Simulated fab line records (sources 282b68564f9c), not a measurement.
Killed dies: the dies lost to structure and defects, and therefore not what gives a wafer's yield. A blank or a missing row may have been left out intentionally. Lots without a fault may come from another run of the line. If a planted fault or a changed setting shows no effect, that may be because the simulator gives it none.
fab line records	flow rit_cmos
record: lots: 6	wafers: 18	last_day: 7
route steps=202 shown NLDD@110 PLDD@114 SPACER@125 NSD@131 PSD@142 M1@202
lots that met no fault: taken from a fault-free run of the same line
start_h: hours from the record's first day to the start of the lot's first wafer shown	wait_h: hours from the lot's prior step to this one	" identical to the entry in the row above	L1.1+2: several wafers, shown together as one row	- no value, or no start was given	* or withheld: withheld	< > ~ a bound
route shown NAME@n: a module of which the file shows steps, and the number in the route of the first	usual: mean/standard deviation taken from wafers without a fault	same: alike in all rows	chamber/n: place in a boat	sites: per-site readings	_std_site: how widely they spread, as a standard deviation	_edge_site: inner sites' mean taken away from outer sites' mean	radius_mm: how far each site lies from the wafer's centre	mask NAME#n: copy n	behind: the tool/chamber that last shaped the wafer	hold: reason for holding the lot/hours on hold/outcome of the hold	device: the transistor (n, p or np) that didn't switch	end of line: at the end of the route, the tests of the same wafers	a step with no rows: only its recipe	killed: dies lost to structure and defects at the first sort, not the wafer's yield	map: dies across one wafer; x = killed, . = not, _ = none there
set.NAME: the run value of the setting; set.NAME@STEP: its run value at that earlier step	model.NAME: the simulator's own value behind a step, which no gauge read
a table for each step, a row for each wafer; lots at some steps of the route
services: a tool's chamber out of use, with start hour (start_h, from the record's first day; less than 0 if before it), hours out, and reason
== steps ==
step: RIT_NLDD_HARDBAKE_07
recipe: resist: NOVOLAK	temp_c: 140	time_s: 60
step: RIT_NLDD_IMPLANT_08
recipe: species: P	energy_kev: 20	dose_cm2: 5e+14	tilt_deg: 7
step: RIT_NLDD_STRIP_09
recipe: chemistry: O2	time_s: 180	resist: NOVOLAK	platen_temp_c: withheld	power_w: 500	pressure_mtorr: 4000	o2_flow_sccm: 4000
usual: drypump_motor_current_A: 5.8/0.33	o2_flow_sccm: 4001/11
lot.wafer	tool	chamber	start_h	wait_h	drypump_motor_current_A	o2_flow_sccm	rf_hours_counter_h
L401.1	plasma_asher-04	1	97.69	0.1	5.8	4005	46
L401.3	"	1	"	"	5.8	4015	-
L401.5	"	1	"	"	5.8	4003	-
L403.1	plasma_asher-04	1	111.08	0.1	5.8	4019	47
L403.2	"	0	"	"	5.5	4003	47
L403.3	"	1	"	"	5.8	4023	-
L407.1	plasma_asher-01	1	129.30	0.1	6.3	4004	51
L407.3	"	0	"	"	5.5	3999	-
L407.5	"	1	"	"	6.3	4008	-
L409.1	plasma_asher-01	0	136.24	0.1	5.5	3996	52
L409.2	"	1	"	"	6.2	4003	52
L409.3	"	0	"	"	5.6	4010	-
L411.3	plasma_asher-01	1	146.03	0.1	6.3	4003	-
L411.4	"	0	"	"	5.6	4008	-
L411.6	"	0	"	"	5.6	4014	-
L413.1	plasma_asher-04	1	157.97	0.1	5.7	4015	52
L413.2	"	0	"	"	5.5	4003	52
L413.6	"	1	"	"	5.7	4003	-
step: RIT_NLDD_TW_MEAS_10
usual: NLDD_TW: 2509/35
lot.wafer	tool	chamber	start_h	wait_h	NLDD_TW
L401.1	film_metro-01	-	97.87	0.1	2565
L401.3	"	-	"	"	2546
L401.5	"	-	"	"	2551
L403.1	film_metro-01	-	111.26	0.1	2556
L403.2	"	-	"	"	2560
L403.3	"	-	"	"	2558
L407.1	film_metro-01	-	129.48	0.1	2564
L407.3	"	-	"	"	2576
L407.5	"	-	"	"	2558
L409.1	film_metro-01	-	136.42	0.1	2574
L409.2	"	-	"	"	2569
L409.3	"	-	"	"	2562
L411.3	film_metro-02	-	146.17	0.1	2463
L411.4	"	-	"	"	2450
L411.6	"	-	"	"	2456
L413.1	film_metro-02	-	158.14	0.1	2434
L413.2	"	-	"	"	2454
L413.6	"	-	"	"	2465
step: RIT_PLDD_HMDS_00
recipe: prime_time_s: 60	prime_temp_c: 140
step: RIT_PLDD_COAT_01
recipe: resist: NOVOLAK	spin_rpm: 3250	resist_thk_nm: 1000
step: RIT_PLDD_SOFTBAKE_02
recipe: resist: NOVOLAK	temp_c: 90	time_s: 60
step: RIT_PLDD_EXPOSE_03
recipe: mask_id: M8	na: 0.57	target_cd_nm: 40900	dose_mj: 250
step: RIT_PLDD_PEB_04
recipe: resist: NOVOLAK	temp_c: withheld	time_s: withheld
step: RIT_PLDD_DEVELOP_05
recipe: resist: NOVOLAK	develop_time_s: 50	dev_temp_c: 23
step: RIT_PLDD_OVL_MEAS_06
usual: PLDD_OVL: -0.7/1.2
lot.wafer	tool	chamber	start_h	wait_h	PLDD_OVL[nm]
L401.1	overlay-01	-	98.95	-	1.6
L401.3	"	-	"	"	0.2
L401.5	"	-	"	"	0.2
L403.1	overlay-01	-	112.29	-	-0.9
L403.2	"	-	"	"	-0.9
L403.3	"	-	"	"	-0.1
L407.1	overlay-02	-	130.51	-	-2.8
L407.3	"	-	"	"	-0.9
L407.5	"	-	"	"	-0.3
L409.1	overlay-01	-	137.33	-	0.2
L409.2	"	-	"	"	-0.7
L409.3	"	-	"	"	-2.0
L411.3	overlay-01	-	147.20	-	0.9
L411.4	"	-	"	"	-0.4
L411.6	"	-	"	"	3.6
L413.1	overlay-02	-	159.18	-	-0.2
L413.2	"	-	"	"	0.5
L413.6	"	-	"	"	-0.3
step: RIT_PLDD_HARDBAKE_07
recipe: resist: NOVOLAK	temp_c: 140	time_s: 60
step: RIT_PLDD_IMPLANT_08
recipe: species: BF2	energy_kev: 20	dose_cm2: 9e+14	tilt_deg: 7
usual: dose_ions_cm2: 9.001e+14/1e+12	end_station_pressure_torr: 7.2e-06/3.6e-07	faraday_current_uA: 2826/53
lot.wafer	tool	chamber	start_h	wait_h	dose_ions_cm2	end_station_pressure_torr	faraday_current_uA
L401.1	implanter-04	0	99.14	0.1	8.999e+14	7.3e-06	2729
L401.3	"	0	"	"	8.999e+14	7.1e-06	2892
L401.5	"	0	"	"	9.013e+14	7.4e-06	2745
L403.1	implanter-04	0	112.48	0.1	9.004e+14	6.9e-06	2858
L403.2	"	0	"	"	9.009e+14	6.8e-06	2822
L403.3	"	0	"	"	8.997e+14	7.4e-06	2774
L407.1	implanter-04	0	130.70	0.1	1.4535e+15	8.9e-06	4498
L407.3	"	0	"	"	1.4541e+15	9e-06	4565
L407.5	"	0	"	"	1.4555e+15	8.8e-06	4588
L409.1	implanter-04	0	137.51	0.1	1.4555e+15	8.4e-06	4571
L409.2	"	0	"	"	1.4537e+15	8.7e-06	4708
L409.3	"	0	"	"	1.4538e+15	8.5e-06	4519
L411.3	implanter-03	0	147.42	0.1	8.99e+14	6.8e-06	2812
L411.4	"	0	"	"	8.998e+14	6.4e-06	2878
L411.6	"	0	"	"	9.011e+14	7.9e-06	2895
L413.1	implanter-03	0	159.37	0.1	8.999e+14	7.8e-06	2841
L413.2	"	0	"	"	9.002e+14	7.5e-06	2799
L413.6	"	0	"	"	9.011e+14	7.4e-06	2941
step: RIT_PLDD_STRIP_09
recipe: chemistry: O2	time_s: 180	resist: NOVOLAK	platen_temp_c: withheld	power_w: 500	pressure_mtorr: 4000	o2_flow_sccm: 4000
usual: drypump_motor_current_A: 5.65/0.26	o2_flow_sccm: 4000/11
lot.wafer	tool	chamber	start_h	wait_h	drypump_motor_current_A	o2_flow_sccm	rf_hours_counter_h
L401.1	plasma_asher-03	0	99.29	0.1	6.05	3984	40
L401.3	"	1	"	"	5.42	3984	-
L401.5	"	0	"	"	6.09	3989	-
L403.1	plasma_asher-02	0	112.63	0.1	5.16	4011	35
L403.2	"	1	"	"	5.96	4021	35
L403.3	"	1	"	"	5.98	4005	-
L407.1	plasma_asher-02	0	130.85	0.1	5.13	4005	37
L407.3	"	1	"	"	5.93	4018	-
L407.5	"	1	"	"	5.96	4013	-
L409.1	plasma_asher-04	0	137.66	0.1	5.55	4002	50
L409.2	"	1	"	"	5.75	3998	50
L409.3	"	0	"	"	5.54	3996	-
L411.3	plasma_asher-03	1	147.58	0.1	5.42	4000	-
L411.4	"	0	"	"	6.06	3996	-
L411.6	"	0	"	"	6.02	3993	-
L413.1	plasma_asher-04	1	159.52	0.1	5.73	4011	52
L413.2	"	0	"	"	5.56	4001	52
L413.6	"	0	"	"	5.54	3985	-
step: RIT_PLDD_TW_MEAS_10
usual: PLDD_TW: 2350/35
lot.wafer	tool	chamber	start_h	wait_h	PLDD_TW
L401.1	film_metro-01	-	99.46	0.1	2418
L401.3	"	-	"	"	2408
L401.5	"	-	"	"	2424
L403.1	film_metro-02	-	112.80	0.1	2330
L403.2	"	-	"	"	2328
L403.3	"	-	"	"	2320
L407.1	film_metro-02	-	131.02	0.1	2599
L407.3	"	-	"	"	2587
L407.5	"	-	"	"	2569
L409.1	film_metro-01	-	137.84	0.1	2694
L409.2	"	-	"	"	2703
L409.3	"	-	"	"	2692
L411.3	film_metro-02	-	147.71	0.1	2299
L411.4	"	-	"	"	2309
L411.6	"	-	"	"	2304
L413.1	film_metro-04	-	159.69	0.1	2335
L413.2	"	-	"	"	2341
L413.6	"	-	"	"	2349
step: RIT_SPACER_CLEAN_00
recipe: chemistry: SC1	mix: 3:3:50	time_s: 600	temp_c: 75
step: RIT_SPACER_CLEAN_01
recipe: chemistry: dHF	dilution: 50:1	time_s: 30
step: RIT_SPACER_CLEAN_02
recipe: chemistry: SC2	mix: 3:3:50	time_s: 600	temp_c: 75	dry: n2_spin
step: RIT_SPACER_CVD_03
recipe: material: Si3N4	target_thk_nm: 250	temp_c: 810	precursor: SiH2Cl2/NH3	time_s: 3300	pressure_mtorr: 300	sih2cl2_flow_sccm: 60	nh3_flow_sccm: 150
step: RIT_SPACER_THK_MEAS_04
recipe: reads: Si3N4_of_SPACER_CVD_03
usual: SPACER_NITRIDE_THK: 249.8/2
lot.wafer	tool	chamber	start_h	wait_h	SPACER_NITRIDE_THK[nm]
L401.1	film_metro-03	-	101.84	0.0	251.4
L401.3	"	-	"	"	249.5
L401.5	"	-	"	"	251.7
L403.1	film_metro-01	-	116.12	0.0	248.0
L403.2	"	-	"	"	250.2
L403.3	"	-	"	"	252.1
L407.1	film_metro-04	-	133.38	0.0	246.8
L407.3	"	-	"	"	249.2
L407.5	"	-	"	"	247.8
L409.1	film_metro-01	-	140.18	0.0	248.6
L409.2	"	-	"	"	246.4
L409.3	"	-	"	"	245.8
L411.3	film_metro-03	-	150.09	0.0	249.8
L411.4	"	-	"	"	250.6
L411.6	"	-	"	"	251.5
L413.1	film_metro-04	-	162.03	0.0	250.8
L413.2	"	-	"	"	252.3
L413.6	"	-	"	"	250.4
step: RIT_SPACER_ETCHBACK_05
recipe: target_depth_a: 2500	SF6_flow_sccm: 30	CHF3_flow_sccm: 30	target: Si3N4	chemistry: SF6/CHF3	pressure_mtorr: 40	rf_w: 250	time_s: 240	stop_on: SiO2
usual: CHF3_flow_sccm: 30.01/0.082	drypump_motor_current_A: 5.7/0.5	oes_product_au: 0.844/0.014	rf_fwd_power_W: 249.3/0.85	throttle_valve_pct: 10.22/0.15
lot.wafer	tool	chamber	start_h	wait_h	CHF3_flow_sccm	drypump_motor_current_A	oes_product_au	rf_fwd_power_W	rf_hours_counter_h	throttle_valve_pct
L401.1	rie_diel-03	0	101.90	0.1	29.95	6.3	0.843	249.9	74	10.09
L401.3	"	2	"	"	29.97	4.9	0.825	249.4	35	10.20
L401.5	"	3	"	"	30.04	5.9	0.841	247.7	-	10.34
L403.1	rie_diel-03	2	116.18	0.1	29.97	4.9	0.823	247.9	36	10.20
L403.2	"	3	"	"	30.15	5.9	0.848	249.4	42	10.32
L403.3	"	0	"	"	29.96	6.4	0.840	250.3	74	10.08
L407.1	rie_diel-03	0	133.44	0.1	30.15	6.3	0.829	249.0	75	10.09
L407.3	"	1	"	"	30.00	5.5	0.851	248.1	0	10.55
L407.5	"	0	"	"	30.09	6.4	0.832	248.6	-	10.10
L409.1	rie_diel-03	2	140.24	0.1	30.13	4.9	0.824	249.8	36	10.20
L409.2	"	0	"	"	30.02	6.3	0.824	250.3	75	10.10
L409.3	"	1	"	"	29.94	5.4	0.842	248.9	0	10.58
L411.3	rie_diel-03	0	150.13	0.0	30.03	6.4	0.834	249.1	75	10.09
L411.4	"	2	"	"	30.05	4.9	0.827	249.0	37	10.18
L411.6	"	2	"	"	30.11	4.9	0.839	247.2	-	10.19
L413.1	rie_diel-01	2	162.09	0.1	30.02	6.3	0.836	248.8	138	10.04
L413.2	"	0	"	"	29.96	5.7	0.855	248.0	7	10.16
L413.6	"	2	"	"	29.95	6.3	0.844	248.4	-	10.06
step: RIT_NSD_HMDS_00
recipe: prime_time_s: 60	prime_temp_c: 140
step: RIT_NSD_COAT_01
recipe: resist: NOVOLAK	spin_rpm: 3250	resist_thk_nm: 1000
step: RIT_NSD_SOFTBAKE_02
recipe: resist: NOVOLAK	temp_c: 90	time_s: 60
step: RIT_NSD_EXPOSE_03
recipe: mask_id: M9	na: 0.57	target_cd_nm: 40700	dose_mj: 250
step: RIT_NSD_PEB_04
recipe: resist: NOVOLAK	temp_c: withheld	time_s: withheld
step: RIT_NSD_DEVELOP_05
recipe: resist: NOVOLAK	develop_time_s: 50	dev_temp_c: 23
step: RIT_NSD_OVL_MEAS_06
usual: NSD_OVL: -0.3/1.3
lot.wafer	tool	chamber	start_h	wait_h	NSD_OVL[nm]
L401.1	overlay-01	-	103.02	-	0.2
L401.3	"	-	"	"	1.0
L401.5	"	-	"	"	-0.6
L403.1	overlay-02	-	117.31	-	0.5
L403.2	"	-	"	"	-0.8
L403.3	"	-	"	"	0.5
L407.1	overlay-01	-	134.44	-	-2.8
L407.3	"	-	"	"	-2.5
L407.5	"	-	"	"	-2.4
L409.1	overlay-01	-	141.34	-	-0.4
L409.2	"	-	"	"	-0.3
L409.3	"	-	"	"	-1.5
L411.3	overlay-01	-	151.27	-	-0.9
L411.4	"	-	"	"	-1.8
L411.6	"	-	"	"	-3.9
L413.1	overlay-01	-	163.09	-	0.3
L413.2	"	-	"	"	-0.1
L413.6	"	-	"	"	0.9
step: RIT_NSD_HARDBAKE_07
recipe: resist: NOVOLAK	temp_c: 140	time_s: 60
step: RIT_NSD_IMPLANT_08
recipe: species: P	energy_kev: 25	dose_cm2: 1e+15	tilt_deg: 7
step: RIT_NSD_STRIP_09
recipe: chemistry: O2	time_s: 180	resist: NOVOLAK	platen_temp_c: withheld	power_w: 500	pressure_mtorr: 4000	o2_flow_sccm: 4000
usual: drypump_motor_current_A: 5.8/0.32	o2_flow_sccm: 4000/13
lot.wafer	tool	chamber	start_h	wait_h	drypump_motor_current_A	o2_flow_sccm	rf_hours_counter_h
L401.1	plasma_asher-03	1	103.36	0.1	5.4	4010	40
L401.3	"	0	"	"	6.1	3981	-
L401.5	"	1	"	"	5.4	3989	-
L403.1	plasma_asher-01	1	117.64	0.1	6.3	3985	50
L403.2	"	0	"	"	5.6	3996	50
L403.3	"	1	"	"	6.3	3997	-
L407.1	plasma_asher-01	1	134.78	0.1	6.3	4017	52
L407.3	"	1	"	"	6.3	4016	-
L407.5	"	1	"	"	6.3	4004	-
L409.1	plasma_asher-01	1	141.68	0.1	6.3	3985	53
L409.2	"	0	"	"	5.6	3989	53
L409.3	"	0	"	"	5.6	3996	-
L411.3	plasma_asher-03	1	151.65	0.1	5.4	4014	-
L411.4	"	0	"	"	6.0	4011	-
L411.6	"	1	"	"	5.4	4005	-
L413.1	plasma_asher-01	1	163.43	0.1	6.3	3996	55
L413.2	"	0	"	"	5.6	4017	55
L413.6	"	0	"	"	5.6	4027	-
step: RIT_NSD_TW_MEAS_10
usual: NSD_TW: 3146/51
lot.wafer	tool	chamber	start_h	wait_h	NSD_TW
L401.1	film_metro-01	-	103.53	0.1	3193
L401.3	"	-	"	"	3209
L401.5	"	-	"	"	3195
L403.1	film_metro-01	-	117.82	0.1	3201
L403.2	"	-	"	"	3187
L403.3	"	-	"	"	3194
L407.1	film_metro-02	-	134.95	0.1	3046
L407.3	"	-	"	"	3074
L407.5	"	-	"	"	3081
L409.1	film_metro-01	-	141.85	0.1	3210
L409.2	"	-	"	"	3214
L409.3	"	-	"	"	3208
L411.3	film_metro-04	-	151.79	0.1	3123
L411.4	"	-	"	"	3136
L411.6	"	-	"	"	3116
L413.1	film_metro-01	-	163.60	0.1	3211
L413.2	"	-	"	"	3213
L413.6	"	-	"	"	3214
step: RIT_PSD_HMDS_00
recipe: prime_time_s: 60	prime_temp_c: 140
step: RIT_PSD_COAT_01
recipe: resist: NOVOLAK	spin_rpm: 3250	resist_thk_nm: 1000
step: RIT_PSD_SOFTBAKE_02
recipe: resist: NOVOLAK	temp_c: 90	time_s: 60
step: RIT_PSD_EXPOSE_03
recipe: mask_id: M10	na: 0.57	target_cd_nm: 40900	dose_mj: 250
step: RIT_PSD_PEB_04
recipe: resist: NOVOLAK	temp_c: withheld	time_s: withheld
step: RIT_PSD_DEVELOP_05
recipe: resist: NOVOLAK	develop_time_s: 50	dev_temp_c: 23
step: RIT_PSD_OVL_MEAS_06
usual: PSD_OVL: 0.6/1.3
lot.wafer	tool	chamber	start_h	wait_h	PSD_OVL[nm]
L401.1	overlay-02	-	104.73	-	0.5
L401.3	"	-	"	"	0.9
L401.5	"	-	"	"	0.2
L403.1	overlay-01	-	118.73	-	-0.4
L403.2	"	-	"	"	-0.4
L403.3	"	-	"	"	-1.3
L407.1	overlay-02	-	136.13	-	1.0
L407.3	"	-	"	"	1.5
L407.5	"	-	"	"	0.5
L409.1	overlay-02	-	142.91	-	1.2
L409.2	"	-	"	"	2.5
L409.3	"	-	"	"	1.2
L411.3	overlay-02	-	152.86	-	-0.3
L411.4	"	-	"	"	0.1
L411.6	"	-	"	"	-0.9
L413.1	overlay-01	-	164.51	-	0.6
L413.2	"	-	"	"	0.2
L413.6	"	-	"	"	-0.3
step: RIT_PSD_HARDBAKE_07
recipe: resist: NOVOLAK	temp_c: 140	time_s: 60
step: RIT_PSD_IMPLANT_08
recipe: species: BF2	energy_kev: 27	dose_cm2: 5e+15	tilt_deg: 7
step: RIT_PSD_STRIP_09
recipe: chemistry: O2	time_s: 180	resist: NOVOLAK	platen_temp_c: withheld	power_w: 500	pressure_mtorr: 4000	o2_flow_sccm: 4000
usual: drypump_motor_current_A: 5.8/0.38	o2_flow_sccm: 4000/13
lot.wafer	tool	chamber	start_h	wait_h	drypump_motor_current_A	o2_flow_sccm	rf_hours_counter_h
L401.1	plasma_asher-03	1	105.06	0.1	5.4	4003	41
L401.3	"	1	"	"	5.4	4017	-
L401.5	"	0	"	"	6.1	4015	-
L403.1	plasma_asher-02	0	119.07	0.1	5.2	4000	35
L403.2	"	1	"	"	6.0	3973	35
L403.3	"	0	"	"	5.1	4001	-
L407.1	plasma_asher-03	0	136.47	0.1	6.1	4020	2
L407.3	"	0	"	"	6.1	4015	-
L407.5	"	0	"	"	6.1	4017	-
L409.1	plasma_asher-03	1	143.25	0.1	5.4	3987	3
L409.2	"	0	"	"	6.0	3993	3
L409.3	"	0	"	"	6.0	4009	-
L411.3	plasma_asher-03	0	153.24	0.1	6.1	4014	-
L411.4	"	1	"	"	5.4	3983	-
L411.6	"	0	"	"	6.1	3994	-
L413.1	plasma_asher-01	0	164.85	0.1	5.6	3987	55
L413.2	"	1	"	"	6.3	3997	55
L413.6	"	1	"	"	6.3	4001	-
step: RIT_SDANNEAL_RS_MEAS_06
recipe: thk_meas_gauge: four-point-probe
usual: PLDD_RS: 178.7/0.53
lot.wafer	tool	chamber	start_h	wait_h	PLDD_RS[ohm/sq]
L401.1	film_metro-01	-	105.96	0.1	178.7
L401.3	"	-	"	"	178.5
L401.5	"	-	"	"	179.0
L403.1	film_metro-01	-	119.98	0.1	179.0
L403.2	"	-	"	"	179.0
L403.3	"	-	"	"	178.7
L407.1	film_metro-02	-	137.37	0.1	156.7
L407.3	"	-	"	"	157.0
L407.5	"	-	"	"	157.4
L409.1	film_metro-02	-	144.18	0.1	156.8
L409.2	"	-	"	"	157.4
L409.3	"	-	"	"	157.4
L411.3	film_metro-02	-	154.12	0.1	178.6
L411.4	"	-	"	"	178.9
L411.6	"	-	"	"	178.5
L413.1	film_metro-04	-	165.75	0.1	179.3
L413.2	"	-	"	"	178.7
L413.6	"	-	"	"	178.9
step: RIT_M1_PROBE_99
usual: killed_at_contacts: 0.1/0.27	killed_at_front_end: 7/3.1	killed_dies: 7/3.1	killed_open: 3.6/2.3	killed_short: 3.2/2
same: gross_dies: 264	killed_at_M0_to_M3: 0	killed_at_M4_up: 0	killed_at_back_side: 0	killed_at_other: 0
lot.wafer	tool	chamber	start_h	wait_h	killed_at_contacts	killed_at_front_end	killed_dies	killed_open	killed_short	model.etest.pmos_turned.r_on_ohm_um	model.etest.pmos_0p3.r_on_ohm_um	model.etest.pmos_0p15.r_on_ohm_um	model.etest.pldd.rs_ohm_sq	model.etest.pldd.line_ohm_um	model.etest.pmos_turned.drive_ua_um	model.etest.pmos_0p15.drive_ua_um	model.etest.pmos_0p15.swing_mv_dec
L401.1	prober-02	-	113.41	0.1	0	3	3	0	3	3485	6473	2842	462.9	145.8	185.5	241.7	85.07
L401.3	prober-02	-	113.51	0.2	0	8	8	4	3	3516	6485	2875	466.1	147.9	184.2	241.7	85
L401.5	prober-02	-	113.61	0.2	0	8	8	5	3	3576	6514	2892	472.2	149	183.6	238.6	84.48
L403.1	prober-02	-	127.20	0.1	0	5	5	2	3	3374	6260	2662	509.6	159.7	193.5	265.5	84.23
L403.2	prober-02	-	127.25	0.1	0	11	11	4	7	3370	6288	2662	513.9	163.3	191.8	266.5	84.54
L403.3	prober-02	-	127.30	0.2	0	7	7	1	6	3356	6296	2670	506.6	159.4	193	265.4	84.05
L407.1	prober-02	-	144.47	0.1	0	7	7	4	3	3180	6140	2560	340.8	107.9	209.4	271.4	85.06
L407.3	prober-02	-	144.57	0.2	0	9	9	5	4	3160	6150	2554	345.7	108.8	211.3	272.6	85.39
L407.5	prober-02	-	144.67	0.2	0	6	6	4	2	3141	6174	2524	349.1	107.8	214.7	277.6	85.64
L409.1	prober-02	-	151.41	0.1	0	5	5	2	3	3108	5869	2520	365.7	115.1	217.2	285.9	83.81
L409.2	prober-02	-	151.46	0.1	0	7	7	2	5	3083	5858	2489	365.9	115.6	218.3	289.1	84
L409.3	prober-02	-	151.51	0.2	0	7	7	3	4	3157	5944	2584	374.3	117.1	213.2	276.9	83.78
L411.3	prober-02	-	161.46	0.2	0	3	3	1	2	3484	6325	2836	499.9	157.8	186	246	83.96
L411.4	prober-02	-	161.51	0.2	0	3	3	1	2	3543	6488	2871	493.2	158.3	185.4	242.3	84.47
L411.6	prober-02	-	161.61	0.2	1	4	5	1	4	3593	6446	2903	517.8	162.1	180.8	240.3	84.15
L413.1	prober-02	-	173.01	0.1	0	12	12	9	3	3447	6192	2791	518.4	162	192.1	257.5	83.34
L413.2	prober-02	-	173.06	0.1	0	1	1	0	1	3481	6253	2824	510.4	162.6	190.3	251.3	83.66
L413.6	prober-02	-	173.26	0.2	0	4	4	2	2	3503	6359	2856	501.9	159.7	187.4	249.6	83.99
killed by level:class
L401.1 GATE:geometric_particle:short=2 REOX:geometric_particle:short=1
L401.3 GATE:geometric_particle:short=2 GATE:geometric_particle:open=2 FOX1:geometric_particle:open=1 FOX2:geometric_particle:open=1 SILICIDE:geometric_particle:short=1 PRETRO:coat_microbubble_printed=1
L401.5 GATE:geometric_particle:open=3 SILICIDE:geometric_particle:short=3 SILICIDE:geometric_particle:open=2
L403.1 FOX1:geometric_particle:short=1 FOX2:geometric_particle:short=1 REOX:geometric_particle:open=1 SPACER:geometric_particle:open=1 SILICIDE:geometric_particle:short=1
L403.2 GATE:geometric_particle:short=4 FOX2:geometric_particle:short=3 GATE:geometric_particle:open=2 FOX1:geometric_particle:open=1 SPACER:geometric_particle:open=1
L403.3 FOX1:geometric_particle:short=2 SPACER:geometric_particle:short=2 GATE:geometric_particle:short=1 REOX:geometric_particle:open=1 SILICIDE:geometric_particle:short=1
L407.1 GATE:geometric_particle:open=2 FOX1:geometric_particle:short=1 FOX2:geometric_particle:open=1 GATE:geometric_particle:short=1 REOX:geometric_particle:short=1 SPACER:geometric_particle:open=1
L407.3 GATE:geometric_particle:short=3 GATE:geometric_particle:open=3 FOX2:geometric_particle:short=1 REOX:geometric_particle:open=1 SPACER:geometric_particle:open=1
L407.5 SILICIDE:geometric_particle:open=3 GATE:geometric_particle:open=1 REOX:geometric_particle:short=1 SPACER:geometric_particle:short=1
L409.1 GATE:geometric_particle:short=2 SILICIDE:geometric_particle:open=2 FOX1:geometric_particle:short=1
L409.2 GATE:geometric_particle:short=2 GATE:geometric_particle:open=2 FOX2:geometric_particle:short=1 REOX:geometric_particle:short=1 SPACER:geometric_particle:short=1
L409.3 GATE:geometric_particle:short=2 FOX2:geometric_particle:short=1 FOX2:geometric_particle:open=1 GATE:geometric_particle:open=1 SILICIDE:geometric_particle:open=1 SILICIDE:geometric_particle:short=1
L411.3 GATE:geometric_particle:open=1 GATE:geometric_particle:short=1 SILICIDE:geometric_particle:short=1
L411.4 GATE:geometric_particle:short=2 GATE:geometric_particle:open=1
L411.6 SPACER:geometric_particle:short=3 CONTACT:geometric_particle:short=1 FOX2:geometric_particle:open=1
L413.1 REOX:geometric_particle:open=5 REOX:geometric_particle:short=3 FOX1:geometric_particle:open=2 GATE:geometric_particle:open=2
L413.2 REOX:geometric_particle:short=1
L413.6 FOX1:geometric_particle:short=1 REOX:geometric_particle:open=1 REOX:geometric_particle:short=1 SPACER:geometric_particle:open=1
== services ==
tool	chamber	start_h	hours	kind
implanter-03	-	88.18	2.9	repair
implanter-04	-	100.21	2.7	pm
rie_diel-03	1	103.61	-	clean
rie_diel-03	1	103.61	20.3	scheduled_down
rie_diel-03	1	103.61	20.3	vent_cycle
plasma_asher-03	-	108.75	9.0	pm
plasma_asher-03	0	108.75	9.0	vent_cycle
plasma_asher-03	1	108.75	9.0	vent_cycle
plasma_asher-03	0	117.75	-	clean
plasma_asher-03	1	117.75	-	clean
rie_diel-01	3	134.24	3.2	repair
rie_diel-01	3	152.21	-	clean
rie_diel-01	3	152.21	17.0	scheduled_down
rie_diel-01	3	152.21	17.0	vent_cycle
implanter-03	-	156.19	3.0	pm
== key ==
first_sign: step: RIT_PLDD_IMPLANT_08	reading: dose_ions_cm2	direction: up	sigmas: 99+	usual: 9.001e+14	struck: 1.4544e+15
effect: step: RIT_PLDD_IMPLANT_08	reading: faraday_current_uA	direction: up	sigmas: 33	usual: 2826	struck: 4575
effect: step: RIT_PLDD_TW_MEAS_10	reading: PLDD_TW	direction: up	sigmas: 8.3	usual: 2350	struck: 2641
effect: step: RIT_SDANNEAL_RS_MEAS_06	reading: PLDD_RS	direction: down	sigmas: 41	usual: 178.7	struck: 157.1
model_effect: step: RIT_M1_PROBE_99	value: etest.pmos_turned.r_on_ohm_um	without: 3435	struck: 3138
met_at RIT_PLDD_IMPLANT_08
struck_wafers L407.1,L407.3,L407.5,L409.1,L409.2,L409.3
tester_left_out L407,L409
onset_between 112.48 130.70
fault: kind: process_parameter_drift	tool: implanter-04	chamber: -	onset_h: 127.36	steps: RIT_PLDD_IMPLANT_08	channel: dose_cm2	offset: 5.54e+14	shape: step	end_h: 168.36	acts_in: these_recipes_only	stated: 9e+14
tester_left_out: of these lots the tester's yield and bins aren't shown, on N5 and GAA mostly nor the transistor test; their killed dies are dies lost to structure and defects alone, not to doping, threshold or leakage, so they don't give the yield
